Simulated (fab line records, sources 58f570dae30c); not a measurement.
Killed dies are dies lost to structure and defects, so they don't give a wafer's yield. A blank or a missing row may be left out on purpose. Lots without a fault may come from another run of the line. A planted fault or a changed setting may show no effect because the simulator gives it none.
fab line records | flow berkeley_cmos170
record lots=15 wafers=45 last_day=12
route steps=331 shown M3@327
lots that met no fault: from a run of the same line without faults
start_h: hours from the record's first day to the start of the lot's first wafer shown | wait_h: hours since the lot's step before | " the same as in the row above | L1.1+2: a row that stands for several wafers | - no value, or no start given | * or withheld: withheld | < > ~ a bound
route shown NAME@n: a module of which the file shows steps, and the number in the route of the first | usual: mean/standard deviation of fault-free wafers | same: alike in all rows | chamber/n: place in a boat | sites: the reading at each site | _std_site: their standard deviation | _edge_site: outer sites' mean less inner sites' | radius_mm: how far each site lies from the wafer's centre | mask NAME#n: copy n | behind: the tool/chamber that last shaped the wafer | hold: why the lot was held/for how many hours/how that ended | device: the transistor (n, p or np) that didn't switch | end of line: the same wafers' tests at the end of the route | a step without rows: its recipe alone | killed: dies lost to structure and defects at the first sort, not the wafer's yield | map: a wafer's dies, x killed, . not, _ none there
set.NAME: the setting as run; set.NAME@STEP: as run at that earlier step | model.NAME: the simulator's own value behind a step, which no gauge read
steps of the route over a sample of lots; a table a step, a row a wafer
services: from which hour (start_h, from the record's first day; less than 0 if before it) a tool's chamber was out of use, for how many hours, and why
## steps
# step UCB170_M3_METAL_ETCH_18
# recipe chemistry=Cl2/BCl3 target=Al stop_on=SiO2 pressure_mtorr=12 target_depth_a=11700 over_etch_frac=0.3 time_s=195 icp_w=600 bias_w=120 Cl2_flow_sccm=90 bcl3_flow_sccm=45
# usual bcl3_flow_sccm=44.99/0.14 bias_w=120.0/0.33 drypump_motor_current_A=6.0/0.32 oes_product_au=0.855/0.011 throttle_valve_pct=24.3/0.35 time_s=195/0
# columns lot.wafer tool chamber start_h wait_h bcl3_flow_sccm bias_w drypump_motor_current_A oes_product_au rf_hours_counter_h throttle_valve_pct time_s
L204.1 rie_metal-02 1 158.28 - 44.94 119.9 5.9 0.856 7.0 24.8 195
L204.3 " 0 " " 45.23 119.7 6.0 0.870 - 24.1 195
L204.6 " 1 " " 45.25 119.6 5.9 0.868 - 24.8 195
L205.1 rie_metal-02 0 185.06 - 45.07 120.5 6.0 0.852 2.1 24.1 195
L205.2 " 1 " " 44.85 119.4 5.9 0.837 7.5 24.8 195
L205.4 " 0 " " 45.11 120.0 6.0 0.849 - 24.1 195
L208.4 rie_metal-01 0 201.33 - - - - - - - -
L208.5 " 0 " " - - - - - - -
L208.6 " 0 " " - - - - - - -
L210.1 rie_metal-02 0 201.42 - - - - - - - -
L210.4 " 1 " " - - - - - - -
L210.6 " 1 " " - - - - - - -
L209.3 rie_metal-03 1 201.73 - - - - - - - -
L209.4 " 0 " " - - - - - - -
L209.5 " 0 " " - - - - - - -
L219.1 rie_metal-01 0 241.33 - 45.12 120.2 6.0 0.855 3.7 23.8 195
L219.4 " 0 " " 45.24 119.9 6.0 0.869 - 23.8 195
L219.5 " 1 " " 44.97 119.8 6.1 0.842 - 24.3 195
L216.1 rie_metal-02 0 241.60 - 44.79 120.0 6.0 0.860 3.4 24.1 195
L216.2 " 1 " " 45.17 119.9 5.9 0.848 8.7 24.8 195
L216.4 " 1 " " 45.15 120.4 5.9 0.855 - 24.8 195
L217.1 rie_metal-03 0 241.87 - 44.98 118.9 6.5 0.874 7.0 24.5 195
L217.3 " 1 " " 44.87 119.6 5.4 0.869 - 24.5 195
L217.5 " 1 " " 44.87 119.5 5.4 0.861 - 24.5 195
L220.1 rie_metal-01 0 242.06 - 44.93 120.4 6.0 0.853 3.9 23.8 195
L220.3 " 0 " " 44.80 120.2 6.0 0.866 - 23.8 195
L220.4 " 1 " " 44.98 120.4 6.1 0.835 - 24.4 195
L218.1 rie_metal-01 1 256.73 - 44.84 120.4 6.1 0.827 5.7 24.3 195
L218.3 " 0 " " 44.96 120.2 6.0 0.852 - 23.8 195
L218.5 " 0 " " 44.78 120.1 6.0 0.852 - 23.8 195
L223.1 rie_metal-02 0 264.47 - 44.88 119.9 6.0 0.863 4.0 24.1 195
L223.4 " 0 " " 45.04 120.4 6.0 0.867 - 24.1 195
L223.5 " 1 " " 44.77 119.6 5.9 0.862 - 24.8 195
L224.1 rie_metal-03 1 265.65 - 44.92 120.4 5.4 0.842 4.4 24.5 195
L224.4 " 1 " " 44.85 120.4 5.4 0.855 - 24.5 195
L224.5 " 1 " " 44.92 120.1 5.4 0.852 - 24.5 195
L227.2 rie_metal-03 0 284.37 - 44.76 119.3 6.5 0.870 8.3 24.5 195
L227.4 " 0 " " 44.83 120.0 6.5 0.863 - 24.5 195
L227.5 " 1 " " 44.90 120.1 5.4 0.849 - 24.5 195
L225.2 rie_metal-02 0 285.72 - 45.16 119.3 6.0 0.852 4.5 24.1 195
L225.3 " 1 " " 45.10 120.7 5.9 0.863 - 24.8 195
L225.4 " 0 " " 45.19 119.4 6.0 0.859 - 24.1 195
L226.3 rie_metal-03 1 285.90 - 45.08 119.7 5.4 0.857 - 24.5 195
L226.4 " 0 " " 45.02 120.3 6.5 0.868 - 24.5 195
L226.6 " 0 " " 45.26 120.1 6.5 0.867 - 24.5 195
# step UCB170_M3_STRIP_19
# recipe chemistry=O2 power_w=400 pressure_mtorr=3500 platen_temp_c=withheld o2_flow_sccm=400 overash_fraction=0.5
# usual drypump_motor_current_A=5.7/0.38 oes_product_au=0.548/0.022
# columns lot.wafer tool chamber start_h wait_h drypump_motor_current_A oes_product_au rf_hours_counter_h
L204.1 plasma_asher-04 0 158.47 0.1 5.3 0.584 38
L204.3 " 0 " " 5.3 0.539 -
L204.6 " 0 " " 5.3 0.586 -
L205.1 plasma_asher-04 1 185.25 0.1 5.9 0.546 41
L205.2 " 0 " " 5.3 0.584 41
L205.4 " 1 " " 6.0 0.552 -
L208.4 plasma_asher-01 0 201.55 0.2 6.0 0.720 -
L208.5 " 1 " " 5.1 0.723 -
L208.6 " 0 " " 6.0 0.724 -
L210.1 plasma_asher-04 1 201.61 0.1 5.9 0.736 43
L210.4 " 1 " " 5.9 0.724 -
L210.6 " 0 " " 5.3 0.724 -
L209.3 plasma_asher-01 1 201.89 0.1 5.1 0.732 -
L209.4 " 0 " " 6.0 0.733 -
L209.5 " 0 " " 6.0 0.728 -
L219.1 plasma_asher-04 1 241.52 0.1 6.0 0.568 48
L219.4 " 0 " " 5.2 0.566 -
L219.5 " 0 " " 5.3 0.513 -
L216.1 plasma_asher-01 1 241.79 0.1 5.2 0.532 59
L216.2 " 0 " " 6.0 0.554 59
L216.4 " 1 " " 5.2 0.567 -
L217.1 plasma_asher-02 0 242.06 0.1 6.2 0.543 47
L217.3 " 0 " " 6.2 0.545 -
L217.5 " 1 " " 5.8 0.537 -
L220.1 plasma_asher-04 0 242.24 0.1 5.3 0.561 48
L220.3 " 0 " " 5.3 0.566 -
L220.4 " 1 " " 5.9 0.510 -
L218.1 plasma_asher-02 1 256.91 0.1 5.8 0.501 50
L218.3 " 1 " " 5.8 0.578 -
L218.5 " 0 " " 6.2 0.567 -
L223.1 plasma_asher-04 0 264.66 0.1 5.3 0.537 51
L223.4 " 0 " " 5.3 0.540 -
L223.5 " 1 " " 5.9 0.583 -
L224.1 plasma_asher-02 0 265.84 0.1 6.2 0.526 51
L224.4 " 1 " " 5.8 0.530 -
L224.5 " 0 " " 6.2 0.532 -
L227.2 plasma_asher-01 1 284.56 0.1 5.1 0.532 62
L227.4 " 1 " " 5.2 0.541 -
L227.5 " 1 " " 5.2 0.523 -
L225.2 plasma_asher-04 0 285.90 0.1 5.3 0.534 54
L225.3 " 0 " " 5.3 0.571 -
L225.4 " 1 " " 5.9 0.533 -
L226.3 plasma_asher-04 0 286.06 0.1 5.3 0.520 -
L226.4 " 1 " " 5.9 0.532 -
L226.6 " 1 " " 5.9 0.522 -
# step UCB170_M3_CD_MEAS_90
# recipe target_cd_nm=700
# usual cd_nm=700/5.8
# columns lot.wafer tool chamber start_h wait_h cd_nm
L204.1 cd_sem-01 - 158.57 0.1 705
L204.3 " - " " 704
L204.6 " - " " 706
L205.1 cd_sem-01 - 185.35 0.1 702
L205.2 " - " " 697
L205.4 " - " " 704
L208.4 cd_sem-02 - 201.68 0.1 -
L208.5 " - " " -
L208.6 " - " " -
L210.1 cd_sem-01 - 201.71 0.1 -
L210.4 " - " " -
L210.6 " - " " -
L209.3 cd_sem-01 - 202.00 0.1 -
L209.4 " - " " -
L209.5 " - " " -
L219.1 cd_sem-02 - 241.62 0.1 709
L219.4 " - " " 708
L219.5 " - " " 690
L216.1 cd_sem-02 - 241.91 0.1 702
L216.2 " - " " 703
L216.4 " - " " 698
L217.1 cd_sem-01 - 242.16 0.1 700
L217.3 " - " " 705
L217.5 " - " " 702
L220.1 cd_sem-01 - 242.34 0.1 710
L220.3 " - " " 708
L220.4 " - " " 692
L218.1 cd_sem-01 - 257.01 0.1 690
L218.3 " - " " 703
L218.5 " - " " 703
L223.1 cd_sem-01 - 264.76 0.1 707
L223.4 " - " " 703
L223.5 " - " " 696
L224.1 cd_sem-01 - 265.94 0.1 699
L224.4 " - " " 696
L224.5 " - " " 699
L227.2 cd_sem-02 - 284.68 0.1 693
L227.4 " - " " 697
L227.5 " - " " 699
L225.2 cd_sem-01 - 286.02 0.1 702
L225.3 " - " " 700
L225.4 " - " " 705
L226.3 cd_sem-01 - 286.16 0.1 701
L226.4 " - " " 692
L226.6 " - " " 693
## services
# columns tool chamber start_h hours kind
rie_metal-01 0 150.55 19.8 repair
plasma_asher-02 - 151.98 11.8 pm
rie_metal-01 1 168.75 38.0 repair
rie_metal-03 - 185.23 0.5 repair
plasma_asher-02 - 200.08 15.6 pm
rie_metal-03 - 208.29 1.0 repair
plasma_asher-02 - 215.68 2.8 pm
plasma_asher-01 - 243.59 14.6 pm
rie_metal-02 - 275.97 1.4 pm
## key
first_sign step=UCB170_M3_METAL_ETCH_18 reading=tool_record direction=missing
effect step=UCB170_M3_STRIP_19 reading=oes_product_au direction=up sigmas=8.2 usual=0.548 struck=0.727
effect step=UCB170_M3_CD_MEAS_90 reading=cd_nm direction=missing
met_at UCB170_M3_METAL_ETCH_18
struck_lots L208,L209,L210
later_rows_left_out L208.4,L208.5,L208.6,L209.3,L209.4,L209.5,L210.1,L210.4,L210.6
sort_left_out L208.4,L208.5,L208.6,L209.3,L209.4,L209.5,L210.1,L210.4,L210.6
onset_between 185.06 201.33
fault kind=skipped_step_whole tool=rie_metal-01,rie_metal-02,rie_metal-03 chamber=- onset_h=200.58 steps=UCB170_M3_METAL_ETCH_18 scope=struck_lots_only
# sort_left_out: the simulated sort isn't trusted on such a fault, so these wafers' sort isn't shown, and their yield isn't known
# later_rows_left_out: the simulator's readings of these wafers behind a module that went badly wrong aren't trusted and aren't shown, but for the sort
